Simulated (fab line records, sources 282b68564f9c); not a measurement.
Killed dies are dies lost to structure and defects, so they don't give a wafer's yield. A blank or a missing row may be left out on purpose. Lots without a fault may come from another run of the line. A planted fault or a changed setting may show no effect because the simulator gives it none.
A struck lot beside a sound one | flow rit_cmos | 19 steps out of a route of 202
Sound: wafers L953.3, L953.5, L953.6. Struck: wafers L965.2, L965.3, L965.4. The cause comes at the end.
At each step with rows: each side's tool, then ch and its chambers, then its first start. Under that, the readings that differ: sound wafers | struck wafers | difference of the means | sigmas: that difference in standard deviations of wafers without a fault.
alike: readings whose means differ by less than 2 such deviations, and words and numbers that are the same on both sides. not compared: withheld readings, readings that some wafer has no value for, bounds like >300 that may hide the same value, and numbers for which the record gives no deviation and whose values overlap.
The two part at a step that has a row with sigmas, a row that says differs or no value, or rows on one side only. Numbers that don't overlap but have no deviation are shown without sigmas and don't part them. A reading that every wafer of one side lacks parts them only if that side has two wafers or more.

RIT_M1_SPUTTER_00: material Al, target thk 400 nm, time 500 s.
  sound on pvd_sputter-02, day 3 09:52; struck on pvd_sputter-04, day 5 23:26
  alike: chamber_pressure_pa, throttle_valve_pct
RIT_M1_RS_MEAS_01: measures by four-point-probe.
  sound on film_metro-04, day 3 10:12; struck on film_metro-04, day 5 23:44
  alike: M1_AL_RS
RIT_M1_THK_MEAS_02: measures by xrf.
  sound on film_metro-04, day 3 10:18; struck on film_metro-04, day 5 23:51
  alike: M1_AL_THK
then, 6 steps without rows for these wafers: RIT_M1_HMDS_03 (prime time 60 s); RIT_M1_COAT_04 (resist thk 1300 nm); RIT_M1_SOFTBAKE_05 (time 60 s); RIT_M1_EXPOSE_06 (exposes mask M12, target cd 2600 nm); RIT_M1_PEB_07; RIT_M1_DEVELOP_08 (develop time 68 s).
RIT_M1_CD_MEAS_09: target cd 2600 nm.
  sound on cd_sem-02, day 3 11:16; struck on cd_sem-02, day 6 01:05
  alike: cd_nm
RIT_M1_OVL_MEAS_10:
  sound on overlay-01, day 3 11:21; struck on overlay-01, day 6 01:12
  alike: M1_OVL
then, 1 step without rows for these wafers: RIT_M1_HARDBAKE_11 (time 120 s).
RIT_M1_METAL_ETCH_12: etches Al in Cl2/BCl3, stops on SiO2, time 165 s, target depth 600 nm.
  sound on rie_metal-04 ch 0,1, day 3 11:41; struck on rie_metal-04 ch 0,1, day 6 01:29
  alike: drypump_motor_current_A, oes_product_au, throttle_valve_pct
  not compared: rf_hours_counter_h
then, 1 step without rows for these wafers: RIT_M1_STRIP_13 (strips in nmp, time 600 s).
RIT_M1_STRIP_14: strips in O2, time 180 s.
  sound on plasma_asher-04 ch 0,1, day 3 12:01; struck on plasma_asher-02 ch 0,1, day 6 01:49
  alike: drypump_motor_current_A
  not compared: rf_hours_counter_h
RIT_M1_CD_MEAS_90: target cd 2600 nm.
  sound on cd_sem-01, day 3 12:11; struck on cd_sem-02, day 6 02:01
  alike: cd_nm
then, 1 step without rows for these wafers: RIT_M1_ANNEAL_15 (time 1800 s).
RIT_M1_BOW_MEAS_16:
  sound on film_metro-01, day 3 14:28; struck on film_metro-01, day 6 03:38
  alike: M1_BOW
RIT_M1_PROBE_99:
  sound on prober-01, day 3 14:38; struck on prober-02, day 6 03:47
  reading                               | sound              | struck                                                                     | difference                   | sigmas
  hold                                  | - - -              | await_dispo/4.4h/release await_dispo/4.4h/release await_dispo/4.4h/release | no value on the sound wafers |
  defect_limited_yield (%)              | 95.8 96.2 98.1     | 90.5 87.9 91.7                                                             | -6.7                         | -6
  killed_at_M0_to_M3                    | 0 0 0              | 18 25 16                                                                   | +20                          |
  killed_dies                           | 11 10 5            | 25 32 22                                                                   | +18                          | +6
  killed_on_rim                         | 5 2 1              | 12 4 10                                                                    | +6                           | +4
  sort_bin_3_pad_short (%)              | 0.4 0.4 0          | 2.3 1.5 1.9                                                                | +1.6                         | +9
  sort_bin_5_function (%)               | 1.9 1.1 0.8        | 4.2 8.7 5.3                                                                | +4.8                         | +6
  sort_n_pass                           | 253.0 254.0 259.0  | 239.0 232.0 242.0                                                          | -17.7                        | -6
  sort_yield_pct (%)                    | 95.8 96.2 98.1     | 90.5 87.9 91.7                                                             | -6.7                         | -6
  model.etest.tester.sort_n_pass        | 253 254 259        | 239 232 242                                                                | -18                          |
  model.etest.tester.sort_yield_pct (%) | 95.83 96.21 98.11  | 90.53 87.88 91.67                                                          | -6.69                        |
  model.etest.tester.sort_bin_5_pct (%) | 1.894 1.136 0.7576 | 4.167 8.712 5.303                                                          | +4.798                       |
  alike: killed_at_contacts, killed_at_front_end, killed_open, killed_short, sort_bin_6_memory

WHERE THEY PART
Only at RIT_M1_PROBE_99, within this record.

WHY: what the simulator had put in
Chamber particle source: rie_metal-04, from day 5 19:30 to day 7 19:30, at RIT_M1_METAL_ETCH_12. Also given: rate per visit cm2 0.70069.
